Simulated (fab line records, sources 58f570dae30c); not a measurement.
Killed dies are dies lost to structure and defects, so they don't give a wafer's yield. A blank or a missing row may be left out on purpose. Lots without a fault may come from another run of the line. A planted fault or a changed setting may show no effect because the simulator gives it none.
Which tool did it? | flow berkeley_cmos170 | 14 lots, 42 wafers sampled, at 6 steps of a route of 331

WHAT THE GAUGES READ, wafer by wafer
UCB170_FIELD_THK_MEAS_02.
lot  | measured    | on            | FIELD_OXIDE_THK (nm)
L305 | day 4 16:14 | film_metro-03 | 547 557 552
L304 | day 4 16:16 | film_metro-02 | 560 560 549
L306 | day 4 23:32 | film_metro-02 | 583 566 570
L308 | day 5 10:21 | film_metro-03 | 547 540 542
L309 | day 5 17:10 | film_metro-03 | 552 558 558
L310 | day 5 17:10 | film_metro-02 | 579 582 577
L314 | day 6 19:52 | film_metro-03 | 580 577 569
L317 | day 7 11:23 | film_metro-02 | 545 548 555
L318 | day 7 11:27 | film_metro-02 | 564 559 550
L319 | day 7 23:06 | film_metro-03 | 555 568 554
L321 | day 7 23:07 | film_metro-01 | 563 554 560
L322 | day 8 06:18 | film_metro-01 | 566 574 568
L324 | day 9 01:20 | film_metro-02 | 539 548 539
L326 | day 9 01:20 | film_metro-03 | 547 548 542

UCB170_FIELD_THK_MEAS_90.
lot  | measured    | on            | FIELD_OXIDE_LEFT_1_THK (nm)
L305 | day 4 23:11 | film_metro-03 | 431 442 436
L304 | day 4 23:11 | film_metro-02 | 443 443 432
L306 | day 5 07:03 | film_metro-03 | 466 450 453
L308 | day 5 17:24 | film_metro-02 | 430 423 425
L309 | day 6 01:14 | film_metro-03 | 435 441 440
L310 | day 6 01:11 | film_metro-03 | 462 466 460
L314 | day 7 03:15 | film_metro-03 | 464 463 455
L317 | day 7 19:07 | film_metro-01 | 427 430 437
L318 | day 7 19:07 | film_metro-02 | 446 442 432
L319 | day 8 09:19 | film_metro-01 | 439 451 437
L321 | day 8 09:20 | film_metro-03 | 448 439 444
L322 | day 8 14:17 | film_metro-02 | 448 457 450
L324 | day 9 08:53 | film_metro-01 | 422 431 423
L326 | day 9 08:49 | film_metro-01 | 431 432 425

UCB170_PLDD_CD_MEAS_06: target cd 1200 nm.
lot  | measured     | on        | cd_nm (nm)
L305 | day 6 07:47  | cd_sem-01 | 1200.9 1201.6 1200.7
L304 | day 6 08:20  | cd_sem-02 | 1197.8 1198.8 1199.4
L306 | day 6 08:17  | cd_sem-01 | 1200.5 1199.8 1200.3
L308 | day 6 22:13  | cd_sem-02 | 1199.6 1199.1 1198.2
L309 | day 7 05:44  | cd_sem-02 | 1200.8 1200.2 1201.7
L310 | day 7 06:01  | cd_sem-01 | 1201.9 1200.7 1200.9
L314 | day 8 15:25  | cd_sem-01 | 1199.6 1201.8 1200.4
L317 | day 9 04:41  | cd_sem-02 | 1201.8 1200.8 1198.3
L318 | day 9 04:25  | cd_sem-02 | 1198.1 1199.0 1199.4
L319 | day 9 18:05  | cd_sem-01 | 1200.1 1199.0 1200.6
L321 | day 9 17:39  | cd_sem-02 | 1198.6 1197.6 1198.4
L322 | day 9 23:42  | cd_sem-02 | 1201.5 1202.2 1202.5
L324 | day 10 19:59 | cd_sem-01 | 1202.6 1202.1 1202.4
L326 | day 10 20:28 | cd_sem-01 | 1200.5 1200.8 1200.0

UCB170_PLDD_TW_MEAS_11.
lot  | measured     | on            | PLDD_TW
L305 | day 6 08:20  | film_metro-04 | 1021 1026 1018
L304 | day 6 08:54  | film_metro-04 | 1027 1020 1023
L306 | day 6 08:49  | film_metro-04 | 1026 1022 1025
L308 | day 6 22:46  | film_metro-02 | 1006 1010 1013
L309 | day 7 06:17  | film_metro-04 | 1020 1021 1021
L310 | day 7 06:34  | film_metro-04 | 1022 1021 1021
L314 | day 8 15:58  | film_metro-01 | 1022 1016 1018
L317 | day 9 05:15  | film_metro-04 | 945 945 944 942 954 950
L318 | day 9 04:58  | film_metro-02 | 1008 1003 1006
L319 | day 9 18:38  | film_metro-01 | 937 940 938 940 936 938
L321 | day 9 18:12  | film_metro-04 | 1021 1023 1022
L322 | day 10 00:16 | film_metro-01 | 1020 1020 1016
L324 | day 10 20:31 | film_metro-01 | 1025 1026 1022
L326 | day 10 21:01 | film_metro-02 | 1011 1005 1011

UCB170_SDANNEAL_RS_MEAS_04: measures by four-point-probe.
lot  | measured     | on            | PLDD_RS (ohm/sq)
L305 | day 6 23:25  | film_metro-04 | 1035.5 1037.1 1036.2
L304 | day 7 00:05  | film_metro-02 | 1032.7 1032.9 1033.7
L306 | day 6 23:55  | film_metro-04 | 1030.4 1030.5 1033.1
L308 | day 7 10:26  | film_metro-04 | 1035.6 1034.7 1033.8
L309 | day 7 21:43  | film_metro-01 | 1035.8 1033.9 1034.0
L310 | day 7 22:21  | film_metro-04 | 1032.6 1033.0 1033.2
L314 | day 9 06:08  | film_metro-01 | 1032.3 1028.8 1034.0
L317 | day 9 21:55  | film_metro-04 | 1259.6 1262.7 1261.4 1259.4 1260.1 1261.4
L318 | day 9 15:54  | film_metro-01 | 1030.6 1030.8 1034.0
L319 | day 10 08:07 | film_metro-02 | 1257.5 1255.8 1257.9 1258.3 1256.1 1259.3
L321 | day 10 08:22 | film_metro-04 | 1033.2 1033.5 1031.6
L322 | day 10 16:30 | film_metro-04 | 1030.7 1029.8 1030.3
L324 | day 11 11:23 | film_metro-01 | 1027.9 1030.5 1031.1
L326 | day 11 11:52 | film_metro-01 | 1033.0 1035.5 1036.2

WHICH TOOL RAN EACH LOT (tool, then ch and the chambers of the sampled wafers, then the start)
lot  | UCB170_PLDD_IMPLANT_09
L305 | implanter-03 ch 0, day 6 08:06
L304 | implanter-02 ch 0, day 6 08:40
L306 | implanter-03 ch 0, day 6 08:36
L308 | implanter-04 ch 0, day 6 22:31
L309 | implanter-02 ch 0, day 7 06:02
L310 | implanter-04 ch 0, day 7 06:19
L314 | implanter-03 ch 0, day 8 15:44
L317 | implanter-02 ch 0, day 9 05:00
L318 | implanter-04 ch 0, day 9 04:43
L319 | implanter-02 ch 0, day 9 18:23
L321 | implanter-03 ch 0, day 9 17:58
L322 | implanter-04 ch 0, day 10 00:01
L324 | implanter-03 ch 0, day 10 20:18
L326 | implanter-04 ch 0, day 10 20:47
- UCB170_PLDD_IMPLANT_09

WHAT THE TOOLS THEMSELVES READ (means of the sampled wafers that have a number; where no wafer has one, the mark that the record gives instead)
UCB170_PLDD_IMPLANT_09.
lot  | tool         | beam_energy_keV | dose_ions_cm2 | faraday_current_uA
L305 | implanter-03 | 10.000          | 4.999e+13     | 154
L304 | implanter-02 | 10.000          | 5.007e+13     | 162
L306 | implanter-03 | 9.996           | 4.993e+13     | 157
L308 | implanter-04 | 10.000          | 5.007e+13     | 148
L309 | implanter-02 | 10.002          | 4.997e+13     | 159
L310 | implanter-04 | 10.003          | 5.001e+13     | 150
L314 | implanter-03 | 9.995           | 5.006e+13     | 159
L317 | implanter-02 | 10.001          | 2.739e+13     | 87
L318 | implanter-04 | 10.003          | 5.004e+13     | 149
L319 | implanter-02 | 10.001          | 2.751e+13     | 87
L321 | implanter-03 | 9.999           | 5.001e+13     | 158
L322 | implanter-04 | 9.998           | 4.995e+13     | 150
L324 | implanter-03 | 10.003          | 4.997e+13     | 157
L326 | implanter-04 | 10.002          | 5.003e+13     | 148

THE ANSWER, worked out from the rows above alone
Rule: what is usual is taken from the lots themselves. Put in order of their means at a reading, lots are off if they are a third of the lots or fewer, leave a main group of 4 or more, and stand apart from it by a gap of 3 or more times the standard deviation of the main group's means; of several such gaps the widest counts. A main group whose means are all the same, to the digits that the tables above print for the reading, isn't used. A lot without any number at a reading at which 4 lots or more have one is off too. The other lots that the step has rows for count as sound. The gauges are gone through in route order, then the tools' own readings, and for those a lot's mean is taken as printed above. The first step at which some lot is off is used, and at that step the reading that is off furthest; a lot without a number counts as furthest.
Off: L317, L319, at UCB170_PLDD_TW_MEAS_11 (PLDD_TW). The main group: mean 1018, standard deviation 6.2.
A tool fits if, at a process step before that reading, it ran every lot that is off, and no sound lot after the first of them. The gauges at UCB170_PLDD_TW_MEAS_11 aren't tried: what is off there is off at UCB170_PLDD_IMPLANT_09 too, on other tools, and a gauge's error can't cause that. One fits: implanter-02 at UCB170_PLDD_IMPLANT_09. Its last sound lot is L309 (day 7 06:02), its first lot that is off L317 (day 9 05:00): a fault that began between those two fits.
The tool's own readings at UCB170_PLDD_IMPLANT_09 bear it out: on the lots that are off they differ by more than 5 times the standard deviation of the sound lots' means. dose_ions_cm2 reads 2.745e+13 there against 5.001e+13 on the sound lots; faraday_current_uA reads 87 there against 154 on the sound lots.

WHAT THE SIMULATOR HAD PUT IN
Process parameter drift: implanter-02, from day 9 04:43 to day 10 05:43, at UCB170_PLDD_IMPLANT_09. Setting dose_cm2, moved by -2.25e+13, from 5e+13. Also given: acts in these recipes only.
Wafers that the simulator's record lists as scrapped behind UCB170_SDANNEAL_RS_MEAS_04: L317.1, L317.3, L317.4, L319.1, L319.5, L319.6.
Lots struck among those shown: L317, L319. The rule above found the same.
